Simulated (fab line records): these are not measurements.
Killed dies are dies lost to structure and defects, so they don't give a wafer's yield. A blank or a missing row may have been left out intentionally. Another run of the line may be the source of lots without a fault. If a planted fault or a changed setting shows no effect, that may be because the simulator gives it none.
Shared-tool check :: flow berkeley cmos170 :: Sampled: 14 lots, 48 wafers

== WHY IT WAS OPENED ==
Of 14 lots, 2 have the reading NVT_TW flagged at UCB170_NVT_TW_MEAS_09. No-fault wafers: 524, standard deviation 5.3.
Rule: a lot is flagged in two cases, either no wafer of it has a number, or all its wafers with numbers fall more than 4 standard deviations from that mean. All remaining lots are regarded as sound.

lot: L159
measured: day 6 23:43
on: film metro-03
NVT_TW, wafer by wafer: 532 532 530
flag: 

lot: L162
measured: day 7 00:31
on: film metro-03
NVT_TW, wafer by wafer: 530 530 530
flag: 

lot: L160
measured: day 7 01:20
on: film metro-03
NVT_TW, wafer by wafer: 530 526 527
flag: 

lot: L165
measured: day 7 08:17
on: film metro-03
NVT_TW, wafer by wafer: 533 531 528
flag: 

lot: L164
measured: day 7 08:33
on: film metro-02
NVT_TW, wafer by wafer: 522 520 521
flag: 

lot: L163
measured: day 7 13:22
on: film metro-03
NVT_TW, wafer by wafer: 529 532 528
flag: 

lot: L166
measured: day 7 22:38
on: film metro-03
NVT_TW, wafer by wafer: 531 529 531
flag: 

lot: L173
measured: day 8 22:49
on: film metro-02
NVT_TW, wafer by wafer: 524 522 522
flag: 

lot: L171
measured: day 8 23:10
on: film metro-01
NVT_TW, wafer by wafer: 551 548 548 546 552 549
flag: FLAGGED

lot: L179
measured: day 10 06:53
on: film metro-02
NVT_TW, wafer by wafer: 520 521 521
flag: 

lot: L178
measured: day 10 07:13
on: film metro-03
NVT_TW, wafer by wafer: 562 558 560 562 564 560
flag: FLAGGED

lot: L181
measured: day 10 19:11
on: film metro-03
NVT_TW, wafer by wafer: 531 527 527
flag: 

lot: L180
measured: day 10 19:13
on: film metro-01
NVT_TW, wafer by wafer: 520 520 520
flag: 

lot: L182
measured: day 10 19:24
on: film metro-02
NVT_TW, wafer by wafer: 520 518 522
flag: 
The mean of the flagged lots' numbers is 555, +31 from the usual (+6 standard deviations).

== LOT BY LOT: THE TOOL USED ==
The record keeps 1 process step preceding the reading, out of 331 steps on the route. In each cell: the tool, then ch and the chambers that the sampled wafers went through, then the start.
lot: L159
flag: 
UCB170_NVT_IMPLANT_07: implanter-01 ch 0, day 6 23:31

lot: L162
flag: 
UCB170_NVT_IMPLANT_07: implanter-04 ch 0, day 7 00:16

lot: L160
flag: 
UCB170_NVT_IMPLANT_07: implanter-01 ch 0, day 7 01:06

lot: L165
flag: 
UCB170_NVT_IMPLANT_07: implanter-04 ch 0, day 7 07:59

lot: L164
flag: 
UCB170_NVT_IMPLANT_07: implanter-01 ch 0, day 7 08:14

lot: L163
flag: 
UCB170_NVT_IMPLANT_07: implanter-03 ch 0, day 7 13:07

lot: L166
flag: 
UCB170_NVT_IMPLANT_07: implanter-04 ch 0, day 7 22:25

lot: L173
flag: 
UCB170_NVT_IMPLANT_07: implanter-04 ch 0, day 8 22:32

lot: L171
flag: FLAGGED
UCB170_NVT_IMPLANT_07: implanter-04 ch 0, day 8 22:57

lot: L179
flag: 
UCB170_NVT_IMPLANT_07: implanter-03 ch 0, day 10 06:38

lot: L178
flag: FLAGGED
UCB170_NVT_IMPLANT_07: implanter-04 ch 0, day 10 06:59

lot: L181
flag: 
UCB170_NVT_IMPLANT_07: implanter-03 ch 0, day 10 18:58

lot: L180
flag: 
UCB170_NVT_IMPLANT_07: implanter-01 ch 0, day 10 18:59

lot: L182
flag: 
UCB170_NVT_IMPLANT_07: implanter-03 ch 0, day 10 19:10
What is done by these steps:
- UCB170_NVT_IMPLANT_07
- UCB170_NVT_TW_MEAS_09

== FLAGGED OVER TOTAL, TOOL BY TOOL (the gauges that took the reading come last) ==
step: UCB170_NVT_IMPLANT_07
tool: implanter-01
lots run: 4
flagged: 0
share of the flagged lots: none
sound lots run after its first flagged lot: -

step: UCB170_NVT_IMPLANT_07
tool: implanter-03
lots run: 4
flagged: 0
share of the flagged lots: none
sound lots run after its first flagged lot: -

step: UCB170_NVT_IMPLANT_07
tool: implanter-04
lots run: 6
flagged: 2
share of the flagged lots: all
sound lots run after its first flagged lot: 0

step: UCB170_NVT_TW_MEAS_09
tool: film metro-01
lots run: 2
flagged: 1
share of the flagged lots: some
sound lots run after its first flagged lot: 1 (L180)

step: UCB170_NVT_TW_MEAS_09
tool: film metro-02
lots run: 4
flagged: 0
share of the flagged lots: none
sound lots run after its first flagged lot: -

step: UCB170_NVT_TW_MEAS_09
tool: film metro-03
lots run: 8
flagged: 1
share of the flagged lots: some
sound lots run after its first flagged lot: 1 (L181)

== WHAT THE TABLE ALLOWS ==
1 row of the table ran every flagged lot: implanter-04 at UCB170_NVT_IMPLANT_07.
- implanter-04 at UCB170_NVT_IMPLANT_07 ran 6 lots, 2 of them flagged. Its last sound lot is L173 (day 8 22:32), its first flagged lot L171 (day 8 22:57): a fault that began between those two fits. Its own readings lie more than 4 standard deviations out on every wafer of the flagged lots: beam on s, end station pressure torr, faraday current uA.
Left over: one tool, implanter-04 at UCB170_NVT_IMPLANT_07.

== WHAT THE SIMULATOR HAD INSERTED ==
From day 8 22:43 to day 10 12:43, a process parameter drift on implanter-04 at UCB170_NVT_IMPLANT_07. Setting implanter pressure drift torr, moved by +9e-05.
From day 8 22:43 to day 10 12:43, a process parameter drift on implanter-04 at UCB170_NVT_IMPLANT_07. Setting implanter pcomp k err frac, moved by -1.
Shown lots that were struck: L171, L178. The rule above found the same.
